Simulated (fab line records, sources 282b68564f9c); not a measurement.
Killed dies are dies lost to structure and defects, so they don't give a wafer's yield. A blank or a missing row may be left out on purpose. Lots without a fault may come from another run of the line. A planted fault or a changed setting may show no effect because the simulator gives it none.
A struck lot beside a sound one | flow rit_cmos | 27 steps out of a route of 202
Sound: wafers L150.1, L150.4, L150.5. Struck: wafers L157.1, L157.4, L157.6. The cause comes at the end.
At each step with rows: each side's tool, then ch and its chambers, then its first start. Under that, the readings that differ: sound wafers | struck wafers | difference of the means | sigmas: that difference in standard deviations of wafers without a fault.
alike: readings whose means differ by less than 2 such deviations, and words and numbers that are the same on both sides. not compared: withheld readings, readings that some wafer has no value for, bounds like >300 that may hide the same value, and numbers for which the record gives no deviation and whose values overlap.
The two part at a step that has a row with sigmas, a row that says differs or no value, or rows on one side only. Numbers that don't overlap but have no deviation are shown without sigmas and don't part them. A reading that every wafer of one side lacks parts them only if that side has two wafers or more.

RIT_ACTIVE_BOW_MEAS_00:
  sound on film_metro-01, day 3 07:00; struck on film_metro-04, day 4 18:00
  alike: INCOMING_BOW
then, 1 step without rows for these wafers: RIT_ACTIVE_OXIDATION_01 (target thk 46.8 nm, ox time 3360 s).
RIT_ACTIVE_THK_MEAS_02:
  sound on film_metro-01, day 3 09:03; struck on film_metro-01, day 4 20:03
  alike: ACTIVE_OXIDE_THK
RIT_ACTIVE_CVD_03: deposits Si3N4 from SiH2Cl2/NH3, target thk 150 nm, time 1500 s.
  sound on lpcvd-01 ch 1, day 3 09:35; struck on lpcvd-01 ch 0, day 4 20:07
  reading                                  | sound             | struck            | difference | sigmas
  spike_tc_centre_C (C)                    | 814.6 813.1 813.7 | 841.4 842.2 841.4 | +27.9      | +28
  model.Si3N4_of_ACTIVE_CVD_03.thk_nm (nm) | 150.6 151.5 150.1 | 188.5 166.7 156.6 | +19.9      |
RIT_ACTIVE_THK_MEAS_04:
  sound on film_metro-04, day 3 10:59; struck on film_metro-01, day 4 21:32
  reading                 | sound             | struck            | difference | sigmas
  ACTIVE_NITRIDE_THK (nm) | 150.6 151.5 150.1 | 188.6 166.8 156.7 | +20.0      | +14
then, 6 steps without rows for these wafers: RIT_ACTIVE_HMDS_05 (prime time 60 s); RIT_ACTIVE_COAT_06 (resist thk 1000 nm); RIT_ACTIVE_SOFTBAKE_07 (time 60 s); RIT_ACTIVE_EXPOSE_08 (exposes mask M1, target cd 1400 nm); RIT_ACTIVE_PEB_09; RIT_ACTIVE_DEVELOP_10 (develop time 49.27 s).
RIT_ACTIVE_CD_MEAS_11: target cd 1400 nm.
  sound on cd_sem-02, day 3 11:54; struck on cd_sem-01, day 4 22:33
  alike: cd_nm
then, 1 step without rows for these wafers: RIT_ACTIVE_HARDBAKE_12 (time 60 s).
RIT_ACTIVE_ETCH_13: etches Si3N4 in SF6, stops on SiO2, time 210 s, target depth 210 nm.
  sound on rie_diel-01 ch 0,2, day 3 12:10; struck on rie_diel-03 ch 2,3, day 4 22:49
  reading                            | sound             | struck            | difference | sigmas
  oes_product_au (a.u.)              | 0.803 0.834 0.802 | 0.926 0.859 0.828 | +0.058     | +3
  model.etch.depth_nm (nm)           | 150.6 151.5 150.1 | 188.5 166.7 156.6 | +19.9      |
  model.ACTIVE.feature_depth_nm (nm) | 150.6 151.5 150.1 | 188.5 166.7 156.6 | +19.9      |
  alike: chamber_pressure_mTorr, drypump_motor_current_A, rf_fwd_power_W, throttle_valve_pct
  not compared: rf_hours_counter_h
RIT_ACTIVE_STRIP_14: strips in O2, time 180 s.
  sound on plasma_asher-03 ch 0,1, day 3 12:19; struck on plasma_asher-03 ch 0,1, day 4 22:58
  alike: chamber_pressure_mTorr, drypump_motor_current_A
  not compared: rf_hours_counter_h
RIT_ACTIVE_CD_MEAS_90: target cd 1400 nm.
  sound on cd_sem-02, day 3 12:29; struck on cd_sem-01, day 4 23:08
  alike: cd_nm
then, 4 steps without rows for these wafers: RIT_ACTIVE_CLEAN_15 (cleans in SC1, time 600 s); RIT_ACTIVE_CLEAN_16 (cleans in dHF, time 30 s); RIT_ACTIVE_CLEAN_17 (cleans in SC2, time 600 s); RIT_FOX1_OXIDATION_00 (target thk 350.7 nm, ox time 1130 s).
RIT_FOX1_THK_MEAS_01:
  sound on film_metro-03, day 3 15:22; struck on film_metro-01, day 5 00:57
  alike: FOX1_OXIDE_THK
then, 2 steps without rows for these wafers: RIT_FOX1_WET_ETCH_02 (etches SiO2 in BOE, target depth 350 nm, time 390 s); RIT_FOX2_OXIDATION_00 (target thk 350.7 nm, ox time 1130 s).
RIT_FOX2_THK_MEAS_01:
  sound on film_metro-01, day 3 16:58; struck on film_metro-03, day 5 02:26
  alike: FOX2_OXIDE_THK
RIT_FOX2_CLEAN_02: cleans in dHF, time 180 s.
  sound on wet_bench-03 ch 0, day 3 17:01; struck on wet_bench-01 ch 2, day 5 02:30
  reading                                  | sound             | struck            | difference | sigmas
  model.Si3N4_of_ACTIVE_CVD_03.thk_nm (nm) | 131.2 132.2 130.8 | 169.3 147.6 137.4 | +20.0      |
then, 1 step without rows for these wafers: RIT_FOX2_WET_ETCH_03 (etches Si3N4 in H3PO4, target depth 195 nm, time 2700 s).
RIT_M1_PROBE_99:
  sound on prober-01, day 5 06:53; struck on prober-02, day 7 01:07
  alike: killed_at_front_end, killed_dies, killed_open, killed_short

WHERE THEY PART
First at RIT_ACTIVE_CVD_03; last, within this record, at RIT_ACTIVE_ETCH_13. Later steps at which nothing parts them and some readings are alike: RIT_ACTIVE_STRIP_14, RIT_ACTIVE_CD_MEAS_90, RIT_FOX1_THK_MEAS_01, RIT_FOX2_THK_MEAS_01, RIT_M1_PROBE_99.

WHY: what the simulator had put in
Process parameter drift: lpcvd-01, from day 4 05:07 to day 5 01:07, at RIT_ACTIVE_CVD_03. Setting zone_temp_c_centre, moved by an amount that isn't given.
